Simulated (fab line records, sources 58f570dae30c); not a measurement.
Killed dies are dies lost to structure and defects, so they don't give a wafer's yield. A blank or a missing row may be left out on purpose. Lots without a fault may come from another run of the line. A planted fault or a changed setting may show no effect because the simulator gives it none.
Split-lot experiment | flow berkeley_cmos170 | 5 lots, 23 wafers read, on a route of 331 steps

THE SPLIT
At UCB170_NSD_EXPOSE_03 (exposes mask NSELECT MOD, target cd 1200 nm), the setting dose_mj was moved away from the recipe's 30 on 10 of the 23 wafers read, by -6.8% to +6.4%. The other wafers ran this setting at the recipe's value.

FROM THE SPLIT TO THE READING: what the file shows between them, 2 steps
- UCB170_NSD_PEB_04
- UCB170_NSD_DEVELOP_05: develop time 45 s

THE READING
cd_nm, in nm, at UCB170_NSD_CD_MEAS_06 (target cd 1200 nm). Fault-free wafers of this fab line usually give 1199.9 nm, standard deviation 0.98 nm.

wafer  | tool, chamber at the split | dose_mj as run | against the recipe | cd_nm, nm | against lot-mates on the recipe
L074.1 | krf_scanner-01, 0          | 30             | recipe             | 1201.4    | -
L074.2 | krf_scanner-01, 0          | 30             | recipe             | 1202.3    | -
L074.3 | krf_scanner-01, 0          | 27.96          | -6.8%              | 1189.2    | -12.6
L074.4 | krf_scanner-01, 0          | 30             | recipe             | 1201.6    | -
L074.6 | krf_scanner-01, 0          | 27.96          | -6.8%              | 1189.8    | -12.0
L078.1 | krf_scanner-01, 0          | 30             | recipe             | 1200.1    | -
L078.3 | krf_scanner-01, 0          | 27.99          | -6.7%              | 1187.4    | -13.2
L078.4 | krf_scanner-01, 0          | 27.99          | -6.7%              | 1188.9    | -11.8
L078.5 | krf_scanner-01, 0          | 30             | recipe             | 1201.2    | -
L078.6 | krf_scanner-01, 0          | 27.99          | -6.7%              | 1187.8    | -12.9
L080.1 | krf_scanner-01, 0          | 30             | recipe             | 1197.6    | -
L080.2 | krf_scanner-01, 0          | 28.48          | -5.1%              | 1189.1    | -9.6
L080.3 | krf_scanner-01, 0          | 30             | recipe             | 1199.5    | -
L080.4 | krf_scanner-01, 0          | 28.48          | -5.1%              | 1188.6    | -10.1
L080.6 | krf_scanner-01, 0          | 30             | recipe             | 1198.9    | -
L082.1 | krf_scanner-02, 0          | 30             | recipe             | 1199.6    | -
L082.2 | krf_scanner-02, 0          | 30             | recipe             | 1198.7    | -
L082.4 | krf_scanner-02, 0          | 30             | recipe             | 1199.1    | -
L085.1 | krf_scanner-02, 0          | 30             | recipe             | 1198.4    | -
L085.2 | krf_scanner-02, 0          | 31.93          | +6.4%              | 1210.3    | +10.9
L085.4 | krf_scanner-02, 0          | 31.93          | +6.4%              | 1211.2    | +11.8
L085.5 | krf_scanner-02, 0          | 31.93          | +6.4%              | 1212.1    | +12.7
L085.6 | krf_scanner-02, 0          | 30             | recipe             | 1200.4    | -

THE FIT
A straight line over all 23 wafers: cd_nm changes by +1.76 nm for each +1% of dose_mj; r = +0.98; the points scatter about the line by 1.4 nm.
The same after taking each lot's own level away (the mean of its wafers on the recipe; 23 wafers): +1.85 nm for each +1%; r = +1.00; scatter 0.66 nm.
On that fit, the largest move of dose_mj shifts the reading by 13 nm.
The lots' own levels span 1198.67 to 1201.77 nm, that is 3.2 times the standard deviation above.
So the lot-to-lot level changes the slope little: the two slopes agree.
Check: with one of the wafers moved furthest among these (-6.8%) left out of the fit, the line predicts -12.7 nm for it against its lot-mates. It came out at -12.6 nm against them.

OTHER SPLITS ON THESE WAFERS
These wafers also went through other splits before the reading. Each is held against what the fit with the lots' levels taken away leaves over:
other split on the same wafers     | wafers away from the commonest value | r with cd_nm (lot level and that fit taken away)
UCB170_NWELL_CVD_04 pressure_mtorr | 18                                   | -0.06
UCB170_NWELL_IMPLANT_14 dose_cm2   | 11                                   | -0.29
UCB170_PWELL_IMPLANT_15 energy_kev | 11                                   | +0.11
UCB170_ACTIVE_ETCH_15 time_s       | 10                                   | +0.03
UCB170_SPACER_CVD_00 time_s        | 9                                    | -0.27

THE FILE'S OWN FIT
cd_nm changes by +1.86 nm for each +1% of dose_mj, r = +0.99.
